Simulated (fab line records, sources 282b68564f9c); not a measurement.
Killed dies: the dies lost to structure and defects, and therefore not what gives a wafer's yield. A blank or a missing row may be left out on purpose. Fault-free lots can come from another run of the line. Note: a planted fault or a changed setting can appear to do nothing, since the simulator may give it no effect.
fab line records :: flow rit-cmos
record
  lots=7
  wafers=21
  last-day=8
route steps=202 shown PRETRO@69 GATE@75 FOX2@80 M1@202
lots with no fault: from the same line, run without faults
start-h: the number of hours between the record's first day and the start of the first shown wafer of the lot :: wait-h: hours elapsed since this lot's preceding step :: " same as the row above :: L1.1+2: one row covering several wafers at once :: - no value, or no start given :: * or withheld: withheld :: < > ~ a bound
route shown NAME@n: a module of which the file shows steps, and the number in the route of the first :: usual: mean and standard deviation over wafers with no fault :: same: alike in all rows :: chamber/n: place in a boat :: sites: each site's reading :: _std_site: the values' standard deviation :: _edge_site: mean of outer sites minus mean of inner sites :: radius-mm: how far each site lies from the wafer's centre :: mask NAME#n: copy n :: behind: tool/chamber where the wafer was last shaped :: hold: why the lot went on hold/how many hours it stayed there/how the hold came to an end :: device: which transistor (n, p or np) failed to switch :: end of line: the route-end tests of the same wafers :: where a step has no rows: the recipe by itself :: killed: at the first sort, the dies lost to defects and structure; wafer yield is something else :: map: per-die view of a wafer (x killed, . not killed, _ where there is no die)
set.NAME: the setting the step ran with; set.NAME@STEP: the setting that earlier step ran with :: model.NAME: the simulator's own value behind a step, which no gauge read
lots at selected steps of the route; one table per step, one row per wafer
services: the hour from which a tool's chamber was out of use, counted from the record's first day as start-h (under 0 if before that day), plus the number of hours and why
## steps
# step RIT_PRETRO_DEVELOP_05
# recipe
  resist=NOVOLAK
  develop-time-s=68
  dev-temp-c=23
# step RIT_PRETRO_OVL_MEAS_06
# usual
  PRETRO_OVL=-0.2/1.5
lot.wafer: L717.3
tool: overlay-01
chamber: -
start-h: 39.85
wait-h: -
PRETRO_OVL[nm]: -0.3

lot.wafer: L717.4
tool: overlay-01
chamber: -
start-h: 39.85
wait-h: -
PRETRO_OVL[nm]: 1.2

lot.wafer: L717.5
tool: overlay-01
chamber: -
start-h: 39.85
wait-h: -
PRETRO_OVL[nm]: 1.8

lot.wafer: L720.1
tool: overlay-01
chamber: -
start-h: 48.19
wait-h: -
PRETRO_OVL[nm]: -0.5

lot.wafer: L720.3
tool: overlay-01
chamber: -
start-h: 48.19
wait-h: -
PRETRO_OVL[nm]: -0.2

lot.wafer: L720.4
tool: overlay-01
chamber: -
start-h: 48.19
wait-h: -
PRETRO_OVL[nm]: 1.1

lot.wafer: L722.1
tool: overlay-01
chamber: -
start-h: 62.18
wait-h: -
PRETRO_OVL[nm]: 0.7

lot.wafer: L722.4
tool: overlay-01
chamber: -
start-h: 62.18
wait-h: -
PRETRO_OVL[nm]: 1.4

lot.wafer: L722.5
tool: overlay-01
chamber: -
start-h: 62.18
wait-h: -
PRETRO_OVL[nm]: 0.3

lot.wafer: L723.1
tool: overlay-02
chamber: -
start-h: 62.51
wait-h: -
PRETRO_OVL[nm]: 2.2

lot.wafer: L723.3
tool: overlay-02
chamber: -
start-h: 62.51
wait-h: -
PRETRO_OVL[nm]: 1.7

lot.wafer: L723.6
tool: overlay-02
chamber: -
start-h: 62.51
wait-h: -
PRETRO_OVL[nm]: 2.0

lot.wafer: L736.2
tool: overlay-02
chamber: -
start-h: 130.57
wait-h: -
PRETRO_OVL[nm]: -4.1

lot.wafer: L736.3
tool: overlay-02
chamber: -
start-h: 130.57
wait-h: -
PRETRO_OVL[nm]: -1.3

lot.wafer: L736.4
tool: overlay-02
chamber: -
start-h: 130.57
wait-h: -
PRETRO_OVL[nm]: -2.0

lot.wafer: L739.1
tool: overlay-01
chamber: -
start-h: 150.33
wait-h: -
PRETRO_OVL[nm]: -0.5

lot.wafer: L739.2
tool: overlay-01
chamber: -
start-h: 150.33
wait-h: -
PRETRO_OVL[nm]: -0.9

lot.wafer: L739.3
tool: overlay-01
chamber: -
start-h: 150.33
wait-h: -
PRETRO_OVL[nm]: -0.6

lot.wafer: L740.2
tool: overlay-02
chamber: -
start-h: 154.81
wait-h: -
PRETRO_OVL[nm]: -0.2

lot.wafer: L740.3
tool: overlay-02
chamber: -
start-h: 154.81
wait-h: -
PRETRO_OVL[nm]: -1.7

lot.wafer: L740.5
tool: overlay-02
chamber: -
start-h: 154.81
wait-h: -
PRETRO_OVL[nm]: 0.0
# step RIT_PRETRO_HARDBAKE_07
# recipe
  resist=NOVOLAK
  temp-c=140
  time-s=120
# step RIT_PRETRO_IMPLANT_08
# recipe
  species=B
  energy-kev=45
  dose-cm2=1.2e+13
  tilt-deg=7
# step RIT_PRETRO_STRIP_09
# recipe
  chemistry=O2
  time-s=180
  resist=NOVOLAK
  platen-temp-c=withheld
  power-w=500
  pressure-mtorr=4000
  o2-flow-sccm=4000
# usual
  chamber-pressure-mTorr=4000/4.6
  drypump-motor-current-A=5.6/0.37
lot.wafer: L717.3
tool: plasma-asher-01
chamber: 0
start-h: 40.33
wait-h: 0.1
chamber-pressure-mTorr: 3997
drypump-motor-current-A: 5.5
rf-hours-counter-h: -

lot.wafer: L717.4
tool: plasma-asher-01
chamber: 1
start-h: 40.33
wait-h: 0.1
chamber-pressure-mTorr: 3999
drypump-motor-current-A: 5.0
rf-hours-counter-h: -

lot.wafer: L717.5
tool: plasma-asher-01
chamber: 0
start-h: 40.33
wait-h: 0.1
chamber-pressure-mTorr: 3992
drypump-motor-current-A: 5.5
rf-hours-counter-h: -

lot.wafer: L720.1
tool: plasma-asher-02
chamber: 1
start-h: 48.73
wait-h: 0.1
chamber-pressure-mTorr: 4001
drypump-motor-current-A: 5.6
rf-hours-counter-h: 41

lot.wafer: L720.3
tool: plasma-asher-02
chamber: 0
start-h: 48.73
wait-h: 0.1
chamber-pressure-mTorr: 4006
drypump-motor-current-A: 5.5
rf-hours-counter-h: -

lot.wafer: L720.4
tool: plasma-asher-02
chamber: 1
start-h: 48.73
wait-h: 0.1
chamber-pressure-mTorr: 3997
drypump-motor-current-A: 5.6
rf-hours-counter-h: -

lot.wafer: L722.1
tool: plasma-asher-01
chamber: 1
start-h: 62.63
wait-h: 0.1
chamber-pressure-mTorr: 4002
drypump-motor-current-A: 5.0
rf-hours-counter-h: 27

lot.wafer: L722.4
tool: plasma-asher-01
chamber: 0
start-h: 62.63
wait-h: 0.1
chamber-pressure-mTorr: 4004
drypump-motor-current-A: 5.5
rf-hours-counter-h: -

lot.wafer: L722.5
tool: plasma-asher-01
chamber: 1
start-h: 62.63
wait-h: 0.1
chamber-pressure-mTorr: 4002
drypump-motor-current-A: 5.0
rf-hours-counter-h: -

lot.wafer: L723.1
tool: plasma-asher-03
chamber: 1
start-h: 62.94
wait-h: 0.1
chamber-pressure-mTorr: 4005
drypump-motor-current-A: 5.9
rf-hours-counter-h: 42

lot.wafer: L723.3
tool: plasma-asher-03
chamber: 0
start-h: 62.94
wait-h: 0.1
chamber-pressure-mTorr: 3999
drypump-motor-current-A: 6.0
rf-hours-counter-h: -

lot.wafer: L723.6
tool: plasma-asher-03
chamber: 0
start-h: 62.94
wait-h: 0.1
chamber-pressure-mTorr: 4000
drypump-motor-current-A: 6.1
rf-hours-counter-h: -

lot.wafer: L736.2
tool: plasma-asher-01
chamber: 1
start-h: 131.00
wait-h: 0.1
chamber-pressure-mTorr: 3997
drypump-motor-current-A: 5.0
rf-hours-counter-h: 34

lot.wafer: L736.3
tool: plasma-asher-01
chamber: 0
start-h: 131.00
wait-h: 0.1
chamber-pressure-mTorr: 3998
drypump-motor-current-A: 5.5
rf-hours-counter-h: -

lot.wafer: L736.4
tool: plasma-asher-01
chamber: 1
start-h: 131.00
wait-h: 0.1
chamber-pressure-mTorr: 4003
drypump-motor-current-A: 5.0
rf-hours-counter-h: -

lot.wafer: L739.1
tool: plasma-asher-02
chamber: 0
start-h: 150.76
wait-h: 0.1
chamber-pressure-mTorr: 3995
drypump-motor-current-A: 5.5
rf-hours-counter-h: 52

lot.wafer: L739.2
tool: plasma-asher-02
chamber: 1
start-h: 150.76
wait-h: 0.1
chamber-pressure-mTorr: 3999
drypump-motor-current-A: 5.7
rf-hours-counter-h: 52

lot.wafer: L739.3
tool: plasma-asher-02
chamber: 0
start-h: 150.76
wait-h: 0.1
chamber-pressure-mTorr: 4004
drypump-motor-current-A: 5.5
rf-hours-counter-h: -

lot.wafer: L740.2
tool: plasma-asher-03
chamber: 1
start-h: 155.24
wait-h: 0.1
chamber-pressure-mTorr: 4005
drypump-motor-current-A: 5.9
rf-hours-counter-h: 4

lot.wafer: L740.3
tool: plasma-asher-03
chamber: 0
start-h: 155.24
wait-h: 0.1
chamber-pressure-mTorr: 4007
drypump-motor-current-A: 6.0
rf-hours-counter-h: -

lot.wafer: L740.5
tool: plasma-asher-03
chamber: 1
start-h: 155.24
wait-h: 0.1
chamber-pressure-mTorr: 4005
drypump-motor-current-A: 5.9
rf-hours-counter-h: -
# step RIT_PRETRO_TW_MEAS_10
# usual
  PRETRO_TW=476/3.3
lot.wafer: L717.3
tool: film-metro-01
chamber: -
start-h: 40.47
wait-h: 0.1
PRETRO_TW: 476

lot.wafer: L717.4
tool: film-metro-01
chamber: -
start-h: 40.47
wait-h: 0.1
PRETRO_TW: 474

lot.wafer: L717.5
tool: film-metro-01
chamber: -
start-h: 40.47
wait-h: 0.1
PRETRO_TW: 473

lot.wafer: L720.1
tool: film-metro-03
chamber: -
start-h: 48.91
wait-h: 0.1
PRETRO_TW: 480

lot.wafer: L720.3
tool: film-metro-03
chamber: -
start-h: 48.91
wait-h: 0.1
PRETRO_TW: 478

lot.wafer: L720.4
tool: film-metro-03
chamber: -
start-h: 48.91
wait-h: 0.1
PRETRO_TW: 482

lot.wafer: L722.1
tool: film-metro-02
chamber: -
start-h: 62.80
wait-h: 0.1
PRETRO_TW: 475

lot.wafer: L722.4
tool: film-metro-02
chamber: -
start-h: 62.80
wait-h: 0.1
PRETRO_TW: 476

lot.wafer: L722.5
tool: film-metro-02
chamber: -
start-h: 62.80
wait-h: 0.1
PRETRO_TW: 475

lot.wafer: L723.1
tool: film-metro-03
chamber: -
start-h: 63.12
wait-h: 0.1
PRETRO_TW: 485

lot.wafer: L723.3
tool: film-metro-03
chamber: -
start-h: 63.12
wait-h: 0.1
PRETRO_TW: 485

lot.wafer: L723.6
tool: film-metro-03
chamber: -
start-h: 63.12
wait-h: 0.1
PRETRO_TW: 481

lot.wafer: L736.2
tool: film-metro-03
chamber: -
start-h: 131.18
wait-h: 0.1
PRETRO_TW: 481

lot.wafer: L736.3
tool: film-metro-03
chamber: -
start-h: 131.18
wait-h: 0.1
PRETRO_TW: 480

lot.wafer: L736.4
tool: film-metro-03
chamber: -
start-h: 131.18
wait-h: 0.1
PRETRO_TW: 480

lot.wafer: L739.1
tool: film-metro-01
chamber: -
start-h: 150.94
wait-h: 0.1
PRETRO_TW: 474

lot.wafer: L739.2
tool: film-metro-01
chamber: -
start-h: 150.94
wait-h: 0.1
PRETRO_TW: 474

lot.wafer: L739.3
tool: film-metro-01
chamber: -
start-h: 150.94
wait-h: 0.1
PRETRO_TW: 475

lot.wafer: L740.2
tool: film-metro-01
chamber: -
start-h: 155.43
wait-h: 0.1
PRETRO_TW: 474

lot.wafer: L740.3
tool: film-metro-01
chamber: -
start-h: 155.43
wait-h: 0.1
PRETRO_TW: 472

lot.wafer: L740.5
tool: film-metro-01
chamber: -
start-h: 155.43
wait-h: 0.1
PRETRO_TW: 474
# step RIT_GATE_WET_ETCH_00
# recipe
  chemistry=BOE
  target=SiO2
  target-depth-nm=56
  time-s=60
  dry=n2-spin
  dilution=10:1
  temp-c=21.5
# step RIT_GATE_CLEAN_01
# recipe
  chemistry=SC1
  mix=3:3:50
  time-s=600
  temp-c=75
# step RIT_GATE_CLEAN_02
# recipe
  chemistry=dHF
  dilution=50:1
  time-s=30
# step RIT_GATE_CLEAN_03
# recipe
  chemistry=SC2
  mix=3:3:50
  time-s=600
  temp-c=75
  dry=n2-spin
# step RIT_GATE_CLEAN_04
# recipe
  chemistry=dHF
  dilution=50:1
  time-s=60
  dry=n2-spin
# step RIT_FOX2_THK_MEAS_91
# recipe
  reads=SiO2_of_FOX2_OXIDATION_00
# usual
  FIELD_OXIDE_LEFT_2_THK=257/7.5
lot.wafer: L717.3
tool: film-metro-04
chamber: -
start-h: 40.97
wait-h: 0.0
FIELD_OXIDE_LEFT_2_THK[nm]: 246

lot.wafer: L717.4
tool: film-metro-04
chamber: -
start-h: 40.97
wait-h: 0.0
FIELD_OXIDE_LEFT_2_THK[nm]: 247

lot.wafer: L717.5
tool: film-metro-04
chamber: -
start-h: 40.97
wait-h: 0.0
FIELD_OXIDE_LEFT_2_THK[nm]: 239

lot.wafer: L720.1
tool: film-metro-02
chamber: -
start-h: 49.52
wait-h: 0.0
FIELD_OXIDE_LEFT_2_THK[nm]: 247

lot.wafer: L720.3
tool: film-metro-02
chamber: -
start-h: 49.52
wait-h: 0.0
FIELD_OXIDE_LEFT_2_THK[nm]: 242

lot.wafer: L720.4
tool: film-metro-02
chamber: -
start-h: 49.52
wait-h: 0.0
FIELD_OXIDE_LEFT_2_THK[nm]: 248

lot.wafer: L722.1
tool: film-metro-01
chamber: -
start-h: 63.28
wait-h: 0.0
FIELD_OXIDE_LEFT_2_THK[nm]: 250

lot.wafer: L722.4
tool: film-metro-01
chamber: -
start-h: 63.28
wait-h: 0.0
FIELD_OXIDE_LEFT_2_THK[nm]: 251

lot.wafer: L722.5
tool: film-metro-01
chamber: -
start-h: 63.28
wait-h: 0.0
FIELD_OXIDE_LEFT_2_THK[nm]: 252

lot.wafer: L723.1
tool: film-metro-01
chamber: -
start-h: 63.59
wait-h: 0.0
FIELD_OXIDE_LEFT_2_THK[nm]: 257

lot.wafer: L723.3
tool: film-metro-01
chamber: -
start-h: 63.59
wait-h: 0.0
FIELD_OXIDE_LEFT_2_THK[nm]: 255

lot.wafer: L723.6
tool: film-metro-01
chamber: -
start-h: 63.59
wait-h: 0.0
FIELD_OXIDE_LEFT_2_THK[nm]: 258

lot.wafer: L736.2
tool: film-metro-01
chamber: -
start-h: 131.66
wait-h: 0.0
FIELD_OXIDE_LEFT_2_THK[nm]: 268

lot.wafer: L736.3
tool: film-metro-01
chamber: -
start-h: 131.66
wait-h: 0.0
FIELD_OXIDE_LEFT_2_THK[nm]: 261

lot.wafer: L736.4
tool: film-metro-01
chamber: -
start-h: 131.66
wait-h: 0.0
FIELD_OXIDE_LEFT_2_THK[nm]: 269

lot.wafer: L739.1
tool: film-metro-02
chamber: -
start-h: 151.41
wait-h: 0.0
FIELD_OXIDE_LEFT_2_THK[nm]: 255

lot.wafer: L739.2
tool: film-metro-02
chamber: -
start-h: 151.41
wait-h: 0.0
FIELD_OXIDE_LEFT_2_THK[nm]: 256

lot.wafer: L739.3
tool: film-metro-02
chamber: -
start-h: 151.41
wait-h: 0.0
FIELD_OXIDE_LEFT_2_THK[nm]: 254

lot.wafer: L740.2
tool: film-metro-01
chamber: -
start-h: 155.93
wait-h: 0.0
FIELD_OXIDE_LEFT_2_THK[nm]: 253

lot.wafer: L740.3
tool: film-metro-01
chamber: -
start-h: 155.93
wait-h: 0.0
FIELD_OXIDE_LEFT_2_THK[nm]: 253

lot.wafer: L740.5
tool: film-metro-01
chamber: -
start-h: 155.93
wait-h: 0.0
FIELD_OXIDE_LEFT_2_THK[nm]: 253
# step RIT_GATE_OXIDATION_05
# recipe
  temp-c=900
  ambient=O2
  target-thk-a=30
  ox-time-s=270
# usual
  ox-temp-c=900.0/0.39
  zone-power-load-pct=25/3.9
lot.wafer: L717.3
tool: furnace-04
chamber: 0
start-h: 42.05
wait-h: 1.1
ox-temp-c: 900.5
zone-power-load-pct: 21
model.SiO2_of_GATE_OXIDATION_05.thk-nm: 3.097

lot.wafer: L717.4
tool: furnace-04
chamber: 0
start-h: 42.05
wait-h: 1.1
ox-temp-c: 899.8
zone-power-load-pct: 21
model.SiO2_of_GATE_OXIDATION_05.thk-nm: 3.118

lot.wafer: L717.5
tool: furnace-04
chamber: 0
start-h: 42.05
wait-h: 1.1
ox-temp-c: 899.8
zone-power-load-pct: 21
model.SiO2_of_GATE_OXIDATION_05.thk-nm: 3.123

lot.wafer: L720.1
tool: furnace-04
chamber: 0
start-h: 49.58
wait-h: 0.1
ox-temp-c: 900.2
zone-power-load-pct: 21
model.SiO2_of_GATE_OXIDATION_05.thk-nm: 3.266

lot.wafer: L720.3
tool: furnace-04
chamber: 0
start-h: 49.58
wait-h: 0.1
ox-temp-c: 899.5
zone-power-load-pct: 20
model.SiO2_of_GATE_OXIDATION_05.thk-nm: 3.27

lot.wafer: L720.4
tool: furnace-04
chamber: 0
start-h: 49.58
wait-h: 0.1
ox-temp-c: 900.4
zone-power-load-pct: 21
model.SiO2_of_GATE_OXIDATION_05.thk-nm: 3.266

lot.wafer: L722.1
tool: furnace-04
chamber: 0
start-h: 63.82
wait-h: 0.5
ox-temp-c: 900.2
zone-power-load-pct: 21
model.SiO2_of_GATE_OXIDATION_05.thk-nm: 3.497

lot.wafer: L722.4
tool: furnace-04
chamber: 0
start-h: 63.82
wait-h: 0.5
ox-temp-c: 899.8
zone-power-load-pct: 21
model.SiO2_of_GATE_OXIDATION_05.thk-nm: 3.424

lot.wafer: L722.5
tool: furnace-04
chamber: 0
start-h: 63.82
wait-h: 0.5
ox-temp-c: 900.3
zone-power-load-pct: 20
model.SiO2_of_GATE_OXIDATION_05.thk-nm: 3.427

lot.wafer: L723.1
tool: furnace-04
chamber: 0
start-h: 63.82
wait-h: 0.2
ox-temp-c: 900.5
zone-power-load-pct: 20
model.SiO2_of_GATE_OXIDATION_05.thk-nm: 3.328

lot.wafer: L723.3
tool: furnace-04
chamber: 0
start-h: 63.82
wait-h: 0.2
ox-temp-c: 900.4
zone-power-load-pct: 21
model.SiO2_of_GATE_OXIDATION_05.thk-nm: 3.346

lot.wafer: L723.6
tool: furnace-04
chamber: 0
start-h: 63.82
wait-h: 0.2
ox-temp-c: 900.5
zone-power-load-pct: 20
model.SiO2_of_GATE_OXIDATION_05.thk-nm: 3.43

lot.wafer: L736.2
tool: furnace-01
chamber: 0
start-h: 136.33
wait-h: 4.7
ox-temp-c: 900.1
zone-power-load-pct: 29
model.SiO2_of_GATE_OXIDATION_05.thk-nm: 2.995

lot.wafer: L736.3
tool: furnace-01
chamber: 0
start-h: 136.33
wait-h: 4.7
ox-temp-c: 900.3
zone-power-load-pct: 29
model.SiO2_of_GATE_OXIDATION_05.thk-nm: 2.966

lot.wafer: L736.4
tool: furnace-01
chamber: 0
start-h: 136.33
wait-h: 4.7
ox-temp-c: 900.0
zone-power-load-pct: 29
model.SiO2_of_GATE_OXIDATION_05.thk-nm: 3.027

lot.wafer: L739.1
tool: furnace-01
chamber: 0
start-h: 153.65
wait-h: 2.2
ox-temp-c: 900.1
zone-power-load-pct: 28
model.SiO2_of_GATE_OXIDATION_05.thk-nm: 3.083

lot.wafer: L739.2
tool: furnace-01
chamber: 0
start-h: 153.65
wait-h: 2.2
ox-temp-c: 899.6
zone-power-load-pct: 29
model.SiO2_of_GATE_OXIDATION_05.thk-nm: 3.094

lot.wafer: L739.3
tool: furnace-01
chamber: 0
start-h: 153.65
wait-h: 2.2
ox-temp-c: 900.5
zone-power-load-pct: 29
model.SiO2_of_GATE_OXIDATION_05.thk-nm: 3.072

lot.wafer: L740.2
tool: furnace-03
chamber: 0
start-h: 157.80
wait-h: 1.9
ox-temp-c: 899.8
zone-power-load-pct: 28
model.SiO2_of_GATE_OXIDATION_05.thk-nm: 3.095

lot.wafer: L740.3
tool: furnace-03
chamber: 0
start-h: 157.80
wait-h: 1.9
ox-temp-c: 899.7
zone-power-load-pct: 28
model.SiO2_of_GATE_OXIDATION_05.thk-nm: 3.074

lot.wafer: L740.5
tool: furnace-03
chamber: 0
start-h: 157.80
wait-h: 1.9
ox-temp-c: 899.1
zone-power-load-pct: 28
model.SiO2_of_GATE_OXIDATION_05.thk-nm: 3.035
# step RIT_GATE_ANNEAL_06
# recipe
  temp-c=900
  time-s=600
  ambient=N2O
# step RIT_GATE_THK_MEAS_07
# recipe
  reads=SiO2_of_GATE_OXIDATION_05
# usual
  GATE_OXIDE_THK=3.02/0.059
lot.wafer: L717.3
tool: film-metro-02
chamber: -
start-h: 43.40
wait-h: 0.0
GATE_OXIDE_THK[nm]: 3.09

lot.wafer: L717.4
tool: film-metro-02
chamber: -
start-h: 43.40
wait-h: 0.0
GATE_OXIDE_THK[nm]: 3.13

lot.wafer: L717.5
tool: film-metro-02
chamber: -
start-h: 43.40
wait-h: 0.0
GATE_OXIDE_THK[nm]: 3.14

lot.wafer: L720.1
tool: film-metro-01
chamber: -
start-h: 51.37
wait-h: 0.0
GATE_OXIDE_THK[nm]: 3.24

lot.wafer: L720.3
tool: film-metro-01
chamber: -
start-h: 51.37
wait-h: 0.0
GATE_OXIDE_THK[nm]: 3.27

lot.wafer: L720.4
tool: film-metro-01
chamber: -
start-h: 51.37
wait-h: 0.0
GATE_OXIDE_THK[nm]: 3.26

lot.wafer: L722.1
tool: film-metro-02
chamber: -
start-h: 65.14
wait-h: 0.0
GATE_OXIDE_THK[nm]: 3.52

lot.wafer: L722.4
tool: film-metro-02
chamber: -
start-h: 65.14
wait-h: 0.0
GATE_OXIDE_THK[nm]: 3.44

lot.wafer: L722.5
tool: film-metro-02
chamber: -
start-h: 65.14
wait-h: 0.0
GATE_OXIDE_THK[nm]: 3.42

lot.wafer: L723.1
tool: film-metro-04
chamber: -
start-h: 65.14
wait-h: 0.0
GATE_OXIDE_THK[nm]: 3.36

lot.wafer: L723.3
tool: film-metro-04
chamber: -
start-h: 65.14
wait-h: 0.0
GATE_OXIDE_THK[nm]: 3.39

lot.wafer: L723.6
tool: film-metro-04
chamber: -
start-h: 65.14
wait-h: 0.0
GATE_OXIDE_THK[nm]: 3.37

lot.wafer: L736.2
tool: film-metro-02
chamber: -
start-h: 140.47
wait-h: 0.0
GATE_OXIDE_THK[nm]: 2.98

lot.wafer: L736.3
tool: film-metro-02
chamber: -
start-h: 140.47
wait-h: 0.0
GATE_OXIDE_THK[nm]: 2.96

lot.wafer: L736.4
tool: film-metro-02
chamber: -
start-h: 140.47
wait-h: 0.0
GATE_OXIDE_THK[nm]: 3.02

lot.wafer: L739.1
tool: film-metro-02
chamber: -
start-h: 155.25
wait-h: 0.0
GATE_OXIDE_THK[nm]: 3.08

lot.wafer: L739.2
tool: film-metro-02
chamber: -
start-h: 155.25
wait-h: 0.0
GATE_OXIDE_THK[nm]: 3.09

lot.wafer: L739.3
tool: film-metro-02
chamber: -
start-h: 155.25
wait-h: 0.0
GATE_OXIDE_THK[nm]: 3.03

lot.wafer: L740.2
tool: film-metro-01
chamber: -
start-h: 160.45
wait-h: 0.0
GATE_OXIDE_THK[nm]: 3.08

lot.wafer: L740.3
tool: film-metro-01
chamber: -
start-h: 160.45
wait-h: 0.0
GATE_OXIDE_THK[nm]: 3.10

lot.wafer: L740.5
tool: film-metro-01
chamber: -
start-h: 160.45
wait-h: 0.0
GATE_OXIDE_THK[nm]: 3.00
# step RIT_GATE_CVD_08
# recipe
  material=poly-Si
  target-thk-nm=250
  temp-c=610
  precursor=SiH4
  time-s=2220
  pressure-mtorr=300
  sih4-flow-sccm=100
# step RIT_M1_PROBE_99
# usual
  killed_at_M0_to_M3=0.0/0.12
  killed-at-front-end=7/3
  killed-dies=7/3
  killed-open=3.4/1.8
  killed-short=3.8/2.1
# same
  gross-dies=264
  killed_at_M4_up=0
  killed-at-back-side=0
  killed-at-contacts=0
  killed-at-other=0
lot.wafer: L717.3
tool: prober-01
chamber: -
start-h: 67.92
wait-h: 0.2
killed_at_M0_to_M3: 0
killed-at-front-end: 12
killed-dies: 12
killed-open: 5
killed-short: 7

lot.wafer: L717.4
tool: prober-01
chamber: -
start-h: 67.97
wait-h: 0.2
killed_at_M0_to_M3: 0
killed-at-front-end: 10
killed-dies: 10
killed-open: 5
killed-short: 5

lot.wafer: L717.5
tool: prober-01
chamber: -
start-h: 68.02
wait-h: 0.2
killed_at_M0_to_M3: 0
killed-at-front-end: 5
killed-dies: 5
killed-open: 2
killed-short: 3

lot.wafer: L720.1
tool: prober-02
chamber: -
start-h: 77.21
wait-h: 0.1
killed_at_M0_to_M3: 0
killed-at-front-end: 9
killed-dies: 9
killed-open: 6
killed-short: 3

lot.wafer: L720.3
tool: prober-02
chamber: -
start-h: 77.31
wait-h: 0.2
killed_at_M0_to_M3: 0
killed-at-front-end: 8
killed-dies: 8
killed-open: 5
killed-short: 3

lot.wafer: L720.4
tool: prober-02
chamber: -
start-h: 77.36
wait-h: 0.2
killed_at_M0_to_M3: 0
killed-at-front-end: 11
killed-dies: 11
killed-open: 5
killed-short: 6

lot.wafer: L722.1
tool: prober-02
chamber: -
start-h: 92.13
wait-h: 0.1
killed_at_M0_to_M3: 0
killed-at-front-end: 7
killed-dies: 7
killed-open: 3
killed-short: 4

lot.wafer: L722.4
tool: prober-02
chamber: -
start-h: 92.28
wait-h: 0.2
killed_at_M0_to_M3: 0
killed-at-front-end: 7
killed-dies: 7
killed-open: 4
killed-short: 3

lot.wafer: L722.5
tool: prober-02
chamber: -
start-h: 92.33
wait-h: 0.2
killed_at_M0_to_M3: 0
killed-at-front-end: 5
killed-dies: 5
killed-open: 0
killed-short: 5
# killed by level:class
L717.3 GATE:geometric-particle:short=3 GATE:geometric-particle:open=3 REOX:geometric-particle:short=3 FOX1:geometric-particle:short=1 REOX:geometric-particle:open=1 SILICIDE:geometric-particle:open=1
L717.4 FOX1:geometric-particle:short=2 GATE:geometric-particle:short=2 REOX:geometric-particle:open=2 FOX1:geometric-particle:open=1 FOX2:geometric-particle:open=1 GATE:geometric-particle:open=1 REOX:geometric-particle:short=1
L717.5 GATE:geometric-particle:short=2 SPACER:geometric-particle:open=2 SILICIDE:geometric-particle:short=1
L720.1 GATE:geometric-particle:open=4 GATE:geometric-particle:short=1 REOX:geometric-particle:open=1 SPACER:geometric-particle:open=1 SPACER:geometric-particle:short=1 SILICIDE:geometric-particle:short=1
L720.3 FOX2:geometric-particle:open=2 SPACER:geometric-particle:open=2 FOX1:geometric-particle:short=1 REOX:geometric-particle:open=1 SPACER:geometric-particle:short=1 SILICIDE:geometric-particle:short=1
L720.4 REOX:geometric-particle:short=3 GATE:geometric-particle:open=2 FOX1:geometric-particle:short=1 FOX2:geometric-particle:open=1 FOX2:geometric-particle:short=1 REOX:geometric-particle:open=1 SPACER:geometric-particle:short=1 SPACER:geometric-particle:open=1
L722.1 REOX:geometric-particle:short=3 REOX:geometric-particle:open=3 GATE:geometric-particle:short=1
L722.4 GATE:geometric-particle:short=3 GATE:geometric-particle:open=1 SPACER:geometric-particle:open=1 REOX:geometric-particle:open=1 SILICIDE:geometric-particle:open=1
L722.5 GATE:geometric-particle:short=3 SPACER:geometric-particle:short=1 REOX:geometric-particle:short=1
## services
tool: furnace-03
chamber: -
start-h: 19.74
hours: 6.5
kind: pm

tool: furnace-01
chamber: -
start-h: 63.13
hours: 2.2
kind: pm

tool: plasma-asher-03
chamber: -
start-h: 76.25
hours: 2.9
kind: repair

tool: plasma-asher-03
chamber: -
start-h: 108.75
hours: 9.0
kind: pm

tool: plasma-asher-03
chamber: 0
start-h: 108.75
hours: 9.0
kind: vent-cycle

tool: plasma-asher-03
chamber: 1
start-h: 108.75
hours: 9.0
kind: vent-cycle

tool: plasma-asher-03
chamber: -
start-h: 116.03
hours: 0.7
kind: repair

tool: plasma-asher-03
chamber: 0
start-h: 117.75
hours: -
kind: clean

tool: plasma-asher-03
chamber: 1
start-h: 117.75
hours: -
kind: clean

tool: furnace-03
chamber: -
start-h: 133.39
hours: 4.1
kind: pm

tool: plasma-asher-01
chamber: -
start-h: 136.21
hours: 0.6
kind: repair
## key
first-sign
  step=RIT_GATE_THK_MEAS_07
  reading=GATE_OXIDE_THK
  direction=up
  sigmas=5.8
  usual=3.02
  struck=3.36
effect none on later readings
model-effect
  step=RIT_GATE_OXIDATION_05
  value=SiO2_of_GATE_OXIDATION_05.thk-nm
  without=2.986
  struck=3.362
met-at RIT_GATE_OXIDATION_05
struck-wafers L720.1,L720.3,L720.4,L722.1,L722.4,L722.5,L723.1,L723.3,L723.6
tester-left-out L720,L722,L723
onset-between 42.05 49.58
fault
  kind=process-parameter-drift
  tool=furnace-04
  chamber=-
  onset-h=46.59
  steps=RIT_GATE_OXIDATION_05
  channel=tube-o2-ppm
  offset=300
  shape=step
  end-h=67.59
# tester-left-out: of these lots the tester's yield and bins aren't shown, on N5 and GAA mostly nor the transistor test; their killed dies are dies lost to structure and defects alone, not to doping, threshold or leakage, so they don't give the yield
